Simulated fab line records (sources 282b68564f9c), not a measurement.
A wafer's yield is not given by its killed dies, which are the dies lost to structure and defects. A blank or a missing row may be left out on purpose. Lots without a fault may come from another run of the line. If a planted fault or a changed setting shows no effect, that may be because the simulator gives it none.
Check for tools in common || flow rit-cmos || Sampled: 14 lots, 42 wafers

== THE REASON FOR OPENING IT ==
RIT_NRETRO_TW_MEAS_10, reading NRETRO_TW: flagged on 2 of 14 lots. No-fault wafers: 1048, standard deviation 10.
Rule: a lot is flagged in two cases, either no wafer of it has a number, or all its wafers with numbers fall more than 4 standard deviations from that mean. As for the other lots, they are considered sound.

{"lot": "L664", "measured": "day 2 06:18", "on": "film-metro-02", "NRETRO_TW, wafer by wafer": "1052 1054 1055", "flag": ""}
{"lot": "L665", "measured": "day 2 12:59", "on": "film-metro-04", "NRETRO_TW, wafer by wafer": "1056 1046 1053", "flag": ""}
{"lot": "L667", "measured": "day 3 01:01", "on": "film-metro-03", "NRETRO_TW, wafer by wafer": "1039 1043 1045", "flag": ""}
{"lot": "L668", "measured": "day 3 06:58", "on": "film-metro-02", "NRETRO_TW, wafer by wafer": "1062 1059 1058", "flag": ""}
{"lot": "L669", "measured": "day 3 10:46", "on": "film-metro-04", "NRETRO_TW, wafer by wafer": "969 968 973", "flag": "FLAGGED"}
{"lot": "L670", "measured": "day 3 14:42", "on": "film-metro-02", "NRETRO_TW, wafer by wafer": "1062 1057 1055", "flag": ""}
{"lot": "L672", "measured": "day 4 03:51", "on": "film-metro-02", "NRETRO_TW, wafer by wafer": "973 971 967", "flag": "FLAGGED"}
{"lot": "L674", "measured": "day 4 09:45", "on": "film-metro-03", "NRETRO_TW, wafer by wafer": "1042 1034 1032", "flag": ""}
{"lot": "L679", "measured": "day 5 11:02", "on": "film-metro-03", "NRETRO_TW, wafer by wafer": "1032 1040 1032", "flag": ""}
{"lot": "L681", "measured": "day 5 19:22", "on": "film-metro-04", "NRETRO_TW, wafer by wafer": "1058 1056 1055", "flag": ""}
{"lot": "L682", "measured": "day 6 01:40", "on": "film-metro-04", "NRETRO_TW, wafer by wafer": "1056 1060 1055", "flag": ""}
{"lot": "L684", "measured": "day 6 12:40", "on": "film-metro-03", "NRETRO_TW, wafer by wafer": "1036 1034 1032", "flag": ""}
{"lot": "L685", "measured": "day 6 17:40", "on": "film-metro-03", "NRETRO_TW, wafer by wafer": "1030 1033 1035", "flag": ""}
{"lot": "L686", "measured": "day 7 00:55", "on": "film-metro-02", "NRETRO_TW, wafer by wafer": "1053 1051 1053", "flag": ""}
The mean of the flagged lots' numbers is 970, -78 from the usual (-8 standard deviations).

== TOOL THAT RAN EACH LOT ==
The record holds 1 process step before the reading, out of a route of 202 steps. Read each cell as the tool, then ch plus the chambers that the sampled wafers visited, then the start.
{"lot": "L664", "flag": "", "RIT_NRETRO_IMPLANT_08": "implanter-03 ch 0, day 2 06:01"}
{"lot": "L665", "flag": "", "RIT_NRETRO_IMPLANT_08": "implanter-02 ch 0, day 2 12:41"}
{"lot": "L667", "flag": "", "RIT_NRETRO_IMPLANT_08": "implanter-01 ch 0, day 3 00:43"}
{"lot": "L668", "flag": "", "RIT_NRETRO_IMPLANT_08": "implanter-01 ch 0, day 3 06:41"}
{"lot": "L669", "flag": "FLAGGED", "RIT_NRETRO_IMPLANT_08": "implanter-01 ch 0, day 3 10:25"}
{"lot": "L670", "flag": "", "RIT_NRETRO_IMPLANT_08": "implanter-02 ch 0, day 3 14:23"}
{"lot": "L672", "flag": "FLAGGED", "RIT_NRETRO_IMPLANT_08": "implanter-01 ch 0, day 4 03:32"}
{"lot": "L674", "flag": "", "RIT_NRETRO_IMPLANT_08": "implanter-03 ch 0, day 4 09:26"}
{"lot": "L679", "flag": "", "RIT_NRETRO_IMPLANT_08": "implanter-03 ch 0, day 5 10:43"}
{"lot": "L681", "flag": "", "RIT_NRETRO_IMPLANT_08": "implanter-03 ch 0, day 5 19:04"}
{"lot": "L682", "flag": "", "RIT_NRETRO_IMPLANT_08": "implanter-03 ch 0, day 6 01:20"}
{"lot": "L684", "flag": "", "RIT_NRETRO_IMPLANT_08": "implanter-02 ch 0, day 6 12:20"}
{"lot": "L685", "flag": "", "RIT_NRETRO_IMPLANT_08": "implanter-03 ch 0, day 6 17:20"}
{"lot": "L686", "flag": "", "RIT_NRETRO_IMPLANT_08": "implanter-02 ch 0, day 7 00:35"}
What the steps here do:
- RIT_NRETRO_IMPLANT_08
- RIT_NRETRO_TW_MEAS_10

== FLAGGED OVER TOTAL, TOOL BY TOOL (the gauges that took the reading come last) ==
{"step": "RIT_NRETRO_IMPLANT_08", "tool": "implanter-01", "lots run": 4, "flagged": 2, "share of the flagged lots": "all", "sound lots run after its first flagged lot": 0}
{"step": "RIT_NRETRO_IMPLANT_08", "tool": "implanter-02", "lots run": 4, "flagged": 0, "share of the flagged lots": "none", "sound lots run after its first flagged lot": "-"}
{"step": "RIT_NRETRO_IMPLANT_08", "tool": "implanter-03", "lots run": 6, "flagged": 0, "share of the flagged lots": "none", "sound lots run after its first flagged lot": "-"}
{"step": "RIT_NRETRO_TW_MEAS_10", "tool": "film-metro-02", "lots run": 5, "flagged": 1, "share of the flagged lots": "some", "sound lots run after its first flagged lot": "1 (L686)"}
{"step": "RIT_NRETRO_TW_MEAS_10", "tool": "film-metro-03", "lots run": 5, "flagged": 0, "share of the flagged lots": "none", "sound lots run after its first flagged lot": "-"}
{"step": "RIT_NRETRO_TW_MEAS_10", "tool": "film-metro-04", "lots run": 4, "flagged": 1, "share of the flagged lots": "some", "sound lots run after its first flagged lot": "2 (L681,L682)"}

== WHAT IS ALLOWED BY THE TABLE ==
In the table, 1 row covers all flagged lots: implanter-01 at RIT_NRETRO_IMPLANT_08.
- implanter-01 at RIT_NRETRO_IMPLANT_08 ran 4 lots, 2 of them flagged. It ran its last sound lot, L668, at day 3 06:41 and its first flagged lot, L669, at day 3 10:25: a fault with its onset between the two fits. Its own readings (dose-ions-cm2, faraday-current-uA) fall more than 4 standard deviations out on all wafers of the flagged lots.
Just one tool remains: implanter-01 at RIT_NRETRO_IMPLANT_08.

== WHAT WAS PUT IN BY THE SIMULATOR ==
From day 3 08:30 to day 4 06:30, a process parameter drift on implanter-01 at RIT_NRETRO_IMPLANT_08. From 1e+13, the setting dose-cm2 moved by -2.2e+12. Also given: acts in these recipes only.
Lots struck among those shown: L669, L672. The same result came from the rule above.
